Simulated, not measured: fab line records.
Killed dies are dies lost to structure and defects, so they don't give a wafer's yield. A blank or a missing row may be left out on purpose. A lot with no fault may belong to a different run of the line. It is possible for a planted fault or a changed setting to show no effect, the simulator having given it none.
Split-lot experiment ; flow berkeley-cmos170 ; 23 wafers read from 5 lots, route of 331 steps

## ON THE SPLIT
At UCB170_PFIELD_IMPLANT_07, the setting dose-cm2 was moved away from the recipe's 2e+13 on 11 of the 23 wafers read, by -7.1% to +6.4%. All remaining wafers had this setting at the recipe value.

## BETWEEN THE SPLIT AND THE READING: the file shows 1 step in between
- UCB170_PFIELD_STRIP_08: strips in O2

## THE READING
PFIELD_TW, at UCB170_PFIELD_TW_MEAS_09. Typical for fault-free wafers on this fab line: 600, with standard deviation 4.9.

wafer;tool, chamber at the split;dose-cm2 as run;against the recipe;PFIELD_TW;against lot-mates on the recipe
L074.1;implanter-02, 0;2e+13;recipe;594;-
L074.2;implanter-02, 0;2e+13;recipe;597;-
L074.3;implanter-02, 0;1.859e+13;-7.1%;582;-14
L074.4;implanter-02, 0;1.859e+13;-7.1%;581;-14
L074.5;implanter-02, 0;1.859e+13;-7.1%;580;-16
L076.1;implanter-02, 0;1.947e+13;-2.6%;591;-4
L076.2;implanter-02, 0;1.947e+13;-2.6%;593;-2
L076.4;implanter-02, 0;2e+13;recipe;597;-
L076.5;implanter-02, 0;1.947e+13;-2.6%;589;-6
L076.6;implanter-02, 0;2e+13;recipe;594;-
L078.1;implanter-03, 0;2e+13;recipe;602;-
L078.3;implanter-03, 0;1.913e+13;-4.3%;598;-6
L078.4;implanter-03, 0;1.913e+13;-4.3%;596;-8
L078.5;implanter-03, 0;1.913e+13;-4.3%;599;-5
L078.6;implanter-03, 0;2e+13;recipe;606;-
L077.2;implanter-02, 0;2e+13;recipe;603;-
L077.3;implanter-02, 0;2e+13;recipe;604;-
L077.4;implanter-02, 0;2.128e+13;+6.4%;617;+14
L077.5;implanter-02, 0;2.128e+13;+6.4%;618;+15
L077.6;implanter-02, 0;2e+13;recipe;602;-
L084.1;implanter-03, 0;2e+13;recipe;599;-
L084.4;implanter-03, 0;2e+13;recipe;597;-
L084.5;implanter-03, 0;2e+13;recipe;597;-

THE FIT
A straight line over all 23 wafers: PFIELD_TW changes by +2.38 for each +1% of dose-cm2; r = +0.88; the points scatter about the line by 4.5.
The same after taking each lot's own level away (the mean of its wafers on the recipe; 23 wafers): +2.03 for each +1%; r = +0.98; scatter 1.6.
Per that fit: largest dose-cm2 move, reading shift of 14.
The lots' own levels span 595.5 to 604.0, that is 1.7 times the standard deviation above.
So the lot-to-lot level changes the slope: the two fits differ.
Check: -13.8 against its lot-mates is what the line predicts for one of the wafers moved furthest among these (-7.1%) when that wafer is left out of the fit. It came out at -13.5 against them.

## ADDITIONAL SPLITS CARRIED BY THESE WAFERS
Note: prior to the reading, these wafers also went through further splits. Each is held against what the fit with the lots' levels taken away leaves over:
other split on the same wafers;wafers away from the commonest value;r with PFIELD_TW (lot level and that fit taken away)
UCB170_NWELL_OXIDATION_01 ox-time-s;15;+0.18
UCB170_NWELL_CVD_04 temp-c;18;+0.07
UCB170_PWELL_OXIDATION_02 ox-time-s;18;+0.00
UCB170_PWELL_COAT_08 resist-thk-nm;7;+0.58

## FILE'S OWN FIT
PFIELD_TW changes by +2.03 for each +1% of dose-cm2, r = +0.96.
